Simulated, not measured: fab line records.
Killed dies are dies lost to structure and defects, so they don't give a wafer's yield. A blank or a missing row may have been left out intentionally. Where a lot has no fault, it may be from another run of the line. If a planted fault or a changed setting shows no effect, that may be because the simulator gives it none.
8D (eight disciplines) problem report, filled in by code | flow berkeley_cmos170 | the parts of the form that need people (team, actions taken, sign-off) are left out

1. WHAT WENT WRONG
Wafers without a fault read 119.9 W, standard deviation 0.36; bias_w at UCB170_M1_METAL_ETCH_12 reads a mean of 162.0 W on 3 wafers belonging to 2 lots. That is +99 or more standard deviations from the usual mean.
The step: etches Al in Cl2/BCl3, stops on PSG, target depth 780 nm, time 130 s.
Earliest sighting: wafer L306.2 on rie_metal-02 at day 10 09:34. At this step, 18 wafers from 6 lots have a number in the record. The rule behind "out" and "out of limits": a value lying over 4 standard deviations away from the usual mean. The other wafers with a number count as sound.

2. WHAT IT IS AND WHAT IT IS NOT
question                    | is                     | is not
which readings at this step | bias_w                 | drypump_motor_current_A, rf_fwd_power_W, throttle_valve_pct
which lots                  | L306, L307             | L293, L301, L305, L308
which wafers of those lots  | L306.2, L307.4, L307.6 | L306.4, L306.5, L307.5
read on which tools         | rie_metal-02           | rie_metal-01, rie_metal-03
when                        | from day 10 09:34      | up to then (8 sound wafers); but 7 sound wafers of L305, L307, L308 came after

3. SUSPECTS, AND WHAT RULES EACH OUT
Counting: any tool at a process step up to the reading remains a suspect provided it ran every lot that is out. Sound lots after the first of them don't rule it out here, since some wafers of a struck lot are sound.
- rie_metal-02 at UCB170_M1_METAL_ETCH_12 (etches Al in Cl2/BCl3, stops on PSG, target depth 780 nm, time 130 s): kept. Ran every lot that is out, first one L306 (day 10 09:34); last sound lot up to then L293 (day 8 00:40). On those wafers its own readings are out: bias_w.
- At UCB170_M1_METAL_ETCH_12 on rie_metal-02, chamber 1 took the sound wafers of the same lots and chamber 0 took the wafers that are out.
Left after counting: rie_metal-02 at UCB170_M1_METAL_ETCH_12.

4. THE CAUSE (what the simulator had put in)
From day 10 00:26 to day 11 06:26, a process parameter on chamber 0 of rie_metal-02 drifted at UCB170_M1_METAL_ETCH_12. Setting bias_w, moved by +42, from 120. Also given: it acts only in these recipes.
This tool alone remained once counting was done.

5. THE EFFECT CHAIN, in route order
One row per reading whose mean, taken over the struck wafers that have a number, lies over 3 standard deviations from the usual. Only readings for which the record gives a usual standard deviation are gone through. hours: the time from each lot's start at the first step in this table that gives one to its start at this step, as a median over the lots. sigmas: the change in usual standard deviations.
hours | step                    | reading | usual   | on struck wafers | change | sigmas
0     | UCB170_M1_METAL_ETCH_12 | bias_w  | 119.9 W | 162.0            | +42.1  | +99 or more
Its process steps:
- UCB170_M1_METAL_ETCH_12: etches Al in Cl2/BCl3, stops on PSG, target depth 780 nm, time 130 s.

6. WHAT WOULD HAVE CAUGHT IT SOONER
First out-of-limits reading in this record: day 10 09:34, which is 9 hours after fault onset at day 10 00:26.
